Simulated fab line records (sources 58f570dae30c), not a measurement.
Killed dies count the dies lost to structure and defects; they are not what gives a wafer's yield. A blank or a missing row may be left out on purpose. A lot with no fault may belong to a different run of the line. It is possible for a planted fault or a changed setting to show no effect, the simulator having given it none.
fab line records -- flow berkeleyCmos170
record: lots: 5, wafers: 15, lastDay: 12
route steps=331 shown ACTIVE@67
lots untouched by any fault: they come from a run of this same line in which no faults occurred
startH: start of the lot's first displayed wafer, in hours after the record's first day -- waitH: time in hours since the lot's previous step -- " repeats the value in the row above -- L1.1+2: a row that stands for several wafers -- - no value, or no start was given -- * or withheld: withheld -- < > ~ a bound
route shown NAME@n: names a module that has steps shown in the file, with the first one's number in the route -- usual: average and standard deviation across the fault-free wafers -- same: alike in all rows -- chamber/n: place in a boat -- sites: the reading at each site -- _std_site: standard deviation of those values -- _edge_site: mean of outer sites minus mean of inner sites -- radiusMm: how far each site lies from the wafer's centre -- mask NAME#n: copy n -- behind: the last tool/chamber to shape the wafer -- hold: why the lot went on hold/how many hours it stayed there/how the hold came to an end -- device: transistor that didn't switch, given as n, p or np -- end of line: tests of these same wafers at the route's end -- a step with no rows: only its recipe -- killed: the dies lost at the first sort to structure and to defects; this is not the yield of the wafer -- map: a wafer's dies, x killed, . not, _ none there
set.NAME: the run value of the setting; set.NAME@STEP: its run value at that earlier step -- model.NAME: the simulator's own value behind a step, which no gauge read
certain route steps with their lots: each step a table, each wafer a row
services: when a tool's chamber went out of use (startH, in hours from the record's first day, below 0 if earlier), for how many hours, and the reason
== steps ==
step: UCB170_ACTIVE_HMDS_07
recipe: primeTimeS: 60, primeTempC: 100
usual: primeTempC: 99.98/0.14
lot.wafer,tool,chamber,startH,waitH,primeTempC
L079.1,lithoTrack-04,0,116.16,0.1,100.24
L079.3,lithoTrack-04,0,116.16,0.1,100.20
L079.5,lithoTrack-04,0,116.16,0.1,100.00
L087.3,lithoTrack-03,0,149.31,0.2,99.98
L087.4,lithoTrack-03,0,149.31,0.2,100.04
L087.6,lithoTrack-03,0,149.31,0.2,99.83
L092.1,lithoTrack-04,0,176.84,0.3,99.85
L092.3,lithoTrack-04,0,176.84,0.3,99.81
L092.5,lithoTrack-04,0,176.84,0.3,99.98
L091.2,lithoTrack-03,0,176.93,0.4,100.03
L091.3,lithoTrack-03,0,176.93,0.4,100.12
L091.6,lithoTrack-03,0,176.93,0.4,100.01
L093.1,lithoTrack-04,0,187.22,0.1,99.92
L093.4,lithoTrack-04,0,187.22,0.1,100.09
L093.6,lithoTrack-04,0,187.22,0.1,100.20
step: UCB170_ACTIVE_COAT_08
recipe: resist: KrF, spinRpm: 1500, resistThkNm: 900
lot.wafer,tool,chamber,startH,waitH
L079.1+3+5,lithoTrack-04,0,116.31,0.1
L087.3+4+6,lithoTrack-03,0,149.46,0.1
L092.1+3+5,lithoTrack-04,0,176.99,0.1
L091.2+3+6,lithoTrack-03,0,177.08,0.1
L093.1+4+6,lithoTrack-04,0,187.37,0.1
step: UCB170_ACTIVE_SOFTBAKE_09
recipe: resist: KrF, tempC: 130, timeS: 60
lot.wafer,tool,chamber,startH,waitH
L079.1+3+5,lithoTrack-04,0,116.46,0.1
L087.3+4+6,lithoTrack-03,0,149.61,0.1
L092.1+3+5,lithoTrack-04,0,177.14,0.1
L091.2+3+6,lithoTrack-03,0,177.23,0.1
L093.1+4+6,lithoTrack-04,0,187.52,0.1
step: UCB170_ACTIVE_EXPOSE_10
recipe: maskId: ACTIVE, targetCdNm: 1200, na: 0.5, sigmaOuter: 0.6, sourceShape: conventional, doseMj: 20
same: na: 0.5
lot.wafer,tool,chamber,startH,waitH,mask
L079.1+3+5,krfScanner-01,0,116.73,0.2,ACTIVE#0
L087.3+4+6,krfScanner-01,0,149.75,0.1,ACTIVE#0
L092.1+3+5,krfScanner-02,0,177.33,0.2,ACTIVE#0
L091.2+3+6,krfScanner-01,0,177.59,0.3,ACTIVE#0
L093.1+4+6,krfScanner-02,0,187.92,0.4,ACTIVE#0
step: UCB170_ACTIVE_PEB_11
recipe: pebTempC: 130, pebTimeS: withheld, resist: KrF
lot.wafer,tool,chamber,startH,waitH
L079.1+3+5,lithoTrack-01,0,117.17,0.4
L087.3+4+6,lithoTrack-03,0,150.49,0.7
L092.1+3+5,lithoTrack-01,0,177.55,0.2
L091.2+3+6,lithoTrack-03,0,177.71,0.1
L093.1+4+6,lithoTrack-04,0,188.03,0.1
step: UCB170_ACTIVE_DEVELOP_12
recipe: developer: TMAH, developTimeS: 45, resist: KrF, devTempC: 21
lot.wafer,tool,chamber,startH,waitH
L079.1+3+5,lithoTrack-01,0,-,-
L087.3+4+6,lithoTrack-03,0,-,-
L092.1+3+5,lithoTrack-01,0,-,-
L091.2+3+6,lithoTrack-03,0,-,-
L093.1+4+6,lithoTrack-04,0,-,-
step: UCB170_ACTIVE_CD_MEAS_13
recipe: targetCdNm: 1200
usual: cdNm: 1200.1/1.5
lot.wafer,tool,chamber,startH,waitH,cdNm
L079.1,cdSem-02,-,117.44,-,1199.8
L079.3,cdSem-02,-,117.44,-,1199.8
L079.5,cdSem-02,-,117.44,-,1200.8
L087.3,cdSem-02,-,150.75,-,1199.1
L087.4,cdSem-02,-,150.75,-,1200.4
L087.6,cdSem-02,-,150.75,-,1200.2
L092.1,cdSem-02,-,177.83,-,1199.5
L092.3,cdSem-02,-,177.83,-,1200.1
L092.5,cdSem-02,-,177.83,-,1200.7
L091.2,cdSem-02,-,177.98,-,1199.4
L091.3,cdSem-02,-,177.98,-,1200.0
L091.6,cdSem-02,-,177.98,-,1200.1
L093.1,cdSem-01,-,188.31,-,1200.5
L093.4,cdSem-01,-,188.31,-,1199.5
L093.6,cdSem-01,-,188.31,-,1199.0
== services ==
tool,chamber,startH,hours,kind
krfScanner-01,-,118.72,4.0,pm
krfScanner-01,-,123.77,1.9,repair
krfScanner-01,-,124.70,1.5,repair
krfScanner-02,-,132.79,1.3,pm
krfScanner-02,0,134.21,-,calibration
krfScanner-01,-,141.27,1.0,pm
krfScanner-01,-,150.08,3.6,pm
krfScanner-02,-,164.89,4.0,pm
krfScanner-02,-,168.91,0.8,pm
krfScanner-02,-,170.39,1.0,pm
== key ==
fault none
